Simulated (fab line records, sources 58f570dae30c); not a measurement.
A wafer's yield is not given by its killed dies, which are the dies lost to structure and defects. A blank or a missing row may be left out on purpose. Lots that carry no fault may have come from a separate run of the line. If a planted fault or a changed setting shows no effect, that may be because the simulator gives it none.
A lot that was struck, set against a sound lot || flow berkeley_cmos170 || 14 out of 331 route steps
Sound: the wafers L126.3, L126.5, L126.6. Struck: wafers L122.3, L122.5, L122.6. The cause comes at the end.
Per side, at each step with rows, come the tool, then ch with its chambers, and then its first start. Under that, the readings that differ: sound wafers || struck wafers || difference of the means || sigmas: that difference in standard deviations of wafers without a fault.
alike: readings whose means differ by less than 2 such deviations, and words and numbers that are the same on both sides. not compared: withheld readings, readings that some wafer has no value for, bounds like >300 that may hide the same value, and numbers for which the record gives no deviation and whose values overlap.
The two part at a step that has a row with sigmas, a row that says differs or no value, or rows on one side only. When numbers do not overlap yet have no deviation, they are printed without sigmas and do not part them. Lack of a reading on every wafer of one side parts them only where that side has two or more wafers.

UCB170_PVT_TW_MEAS_09:
  struck on film_metro-02, day 9 06:42; sound on film_metro-01, day 10 00:29
  alike: PVT_TW
then, 1 step without rows for these wafers: UCB170_GATE_WET_ETCH_00 (etches SiO2 in dHF, time 200 s).
UCB170_FIELD_THK_MEAS_91:
  struck on film_metro-01, day 9 06:50; sound on film_metro-02, day 10 00:36
{"reading": "FIELD_OXIDE_LEFT_2_THK (nm)", "sound": "342 342 346", "struck": "375 367 370", "difference": "+27", "sigmas": "+2"}
then, 1 step without rows for these wafers: UCB170_GATE_OXIDATION_01 (target thk 6.6 nm, ox time 1800 s).
UCB170_GATE_THK_MEAS_02:
  struck on film_metro-04, day 9 11:49; sound on film_metro-01, day 10 04:37
  alike: GATE_OXIDE_THK
then, 2 steps without rows for these wafers: UCB170_GATE_ANNEAL_03 (time 1800 s); UCB170_GATE_CVD_04 (deposits poly-Si from SiH4, time 1440 s, target thk 214 nm).
UCB170_GATE_THK_MEAS_05:
  struck on film_metro-01, day 9 20:30; sound on film_metro-03, day 10 11:49
  alike: GATE_POLY_THK
then, 4 steps without rows for these wafers: UCB170_GATE_COAT_06; UCB170_GATE_COAT_07 (resist thk 900 nm); UCB170_GATE_SOFTBAKE_08 (time 60 s); UCB170_GATE_EXPOSE_09 (exposes mask POLY, target cd 350 nm).
UCB170_GATE_PEB_10:
  sound on litho_track-02 ch 0, day 10 12:59; struck on litho_track-03, day 9 22:35
  no value came back on the struck wafers for chill_plate_temp_C (C), exhaust_pa (Pa); on the sound wafers chill_plate_temp_C (C) reads 23.02 23.04 22.85
then, 1 step without rows for these wafers: UCB170_GATE_DEVELOP_11 (develop time 45 s).

## WHERE THEY PART
Last at UCB170_GATE_PEB_10 as far as this record goes, first at UCB170_FIELD_THK_MEAS_91.

WHY: what the simulator had put in
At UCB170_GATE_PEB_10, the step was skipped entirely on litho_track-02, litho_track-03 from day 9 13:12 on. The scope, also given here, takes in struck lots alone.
